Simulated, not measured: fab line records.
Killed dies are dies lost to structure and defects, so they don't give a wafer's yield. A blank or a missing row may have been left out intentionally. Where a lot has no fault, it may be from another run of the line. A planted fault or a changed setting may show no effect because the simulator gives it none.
Split-lot study | flow rit cmos | 23 wafers read across 5 lots, on a route 202 steps long

## THE SPLIT
At RIT_NSD_IMPLANT_08, the setting energy kev was moved away from the recipe's 25 on 5 of the 23 wafers read, by -4.8% to +4.1%. For the rest of the wafers, this setting stayed at what the recipe calls for.

The split's own step is where the reading is taken.

## THE READING
The simulator's own value implant.drp nm, read by no gauge, in nm at RIT_NSD_IMPLANT_08. No usual value for it is given in the file.

wafer  | tool, chamber at the split | energy kev as run | against the recipe | implant.drp nm, nm | against lot-mates on the recipe
L075.1 | implanter-01, 0            | 25                | recipe             | 14.84              | -
L075.4 | implanter-01, 0            | 25                | recipe             | 14.84              | -
L075.6 | implanter-01, 0            | 25                | recipe             | 14.84              | -
L077.1 | implanter-04, 0            | 23.81             | -4.8%              | 14.41              | -0.43
L077.2 | implanter-04, 0            | 23.81             | -4.8%              | 14.41              | -0.43
L077.3 | implanter-04, 0            | 23.81             | -4.8%              | 14.41              | -0.43
L077.4 | implanter-04, 0            | 25                | recipe             | 14.84              | -
L077.6 | implanter-04, 0            | 25                | recipe             | 14.84              | -
L078.2 | implanter-04, 0            | 25                | recipe             | 14.84              | -
L078.3 | implanter-04, 0            | 25                | recipe             | 14.84              | -
L078.4 | implanter-04, 0            | 25                | recipe             | 14.84              | -
L078.5 | implanter-04, 0            | 25                | recipe             | 14.84              | -
L078.6 | implanter-04, 0            | 25                | recipe             | 14.84              | -
L080.1 | implanter-01, 0            | 25                | recipe             | 14.84              | -
L080.2 | implanter-01, 0            | 25                | recipe             | 14.84              | -
L080.3 | implanter-01, 0            | 25                | recipe             | 14.84              | -
L080.4 | implanter-01, 0            | 25                | recipe             | 14.84              | -
L080.6 | implanter-01, 0            | 25                | recipe             | 14.84              | -
L085.1 | implanter-04, 0            | 26.02             | +4.1%              | 15.2               | +0.36
L085.2 | implanter-04, 0            | 26.02             | +4.1%              | 15.2               | +0.36
L085.3 | implanter-04, 0            | 25                | recipe             | 14.84              | -
L085.4 | implanter-04, 0            | 25                | recipe             | 14.84              | -
L085.5 | implanter-04, 0            | 25                | recipe             | 14.84              | -

FIT RESULTS
A straight line over all 23 wafers: implant.drp nm changes by +0.0896 nm for each +1% of energy kev; r = +1.00; the points scatter about the line by 0.0019 nm.
The same after taking each lot's own level away (the mean of its wafers on the recipe; 23 wafers): +0.0896 nm for each +1%; r = +1.00; scatter 0.0019 nm.
That fit puts the effect of the largest move of energy kev on the reading at 0.43 nm.
The lots' own levels span 14.840 to 14.840 nm.
So the lot-to-lot level changes the slope little: the two slopes agree.
Check: for one of the wafers moved furthest among these (-4.8%), held out of the fit, the line's prediction against its lot-mates is -0.427 nm. It came out at -0.43 nm against them.

## OTHER SPLITS APPLIED TO THESE WAFERS
Other splits were also applied to these wafers ahead of the reading. Each is held against what the fit with the lots' levels taken away leaves over:
other split on the same wafers   | wafers away from the commonest value | r with implant.drp nm (lot level and that fit taken away)
RIT_FOX2_OXIDATION_00 temp c     | 15                                   | +0.12
RIT_PWELL_SOFTBAKE_02 temp c     | 7                                    | -0.12
RIT_PWELL_IMPLANT_08 dose cm2    | 10                                   | +0.07
RIT_NRETRO_COAT_01 resist thk nm | 8                                    | -0.10
RIT_PRETRO_IMPLANT_08 energy kev | 12                                   | -0.13
RIT_GATE_CVD_08 temp c           | 18                                   | +0.33
RIT_GATE_COAT_11 spin rpm        | 10                                   | -0.30

## THE WHOLE CHAIN: every reading that the file lists as answering this split, in the file's order
step               | what it does | reading                                                         | change (the file's fit)                | r (the file's)
RIT_NSD_IMPLANT_08 |              | implant.rp nm (the simulator's own value, which no gauge read)  | +0.217 nm for each +1% of the setting  | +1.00
RIT_NSD_IMPLANT_08 |              | implant.drp nm (the simulator's own value, which no gauge read) | +0.0897 nm for each +1% of the setting | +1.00

## THE FILE'S OWN FIT
implant.drp nm changes by +0.0897 nm for each +1% of energy kev, r = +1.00.
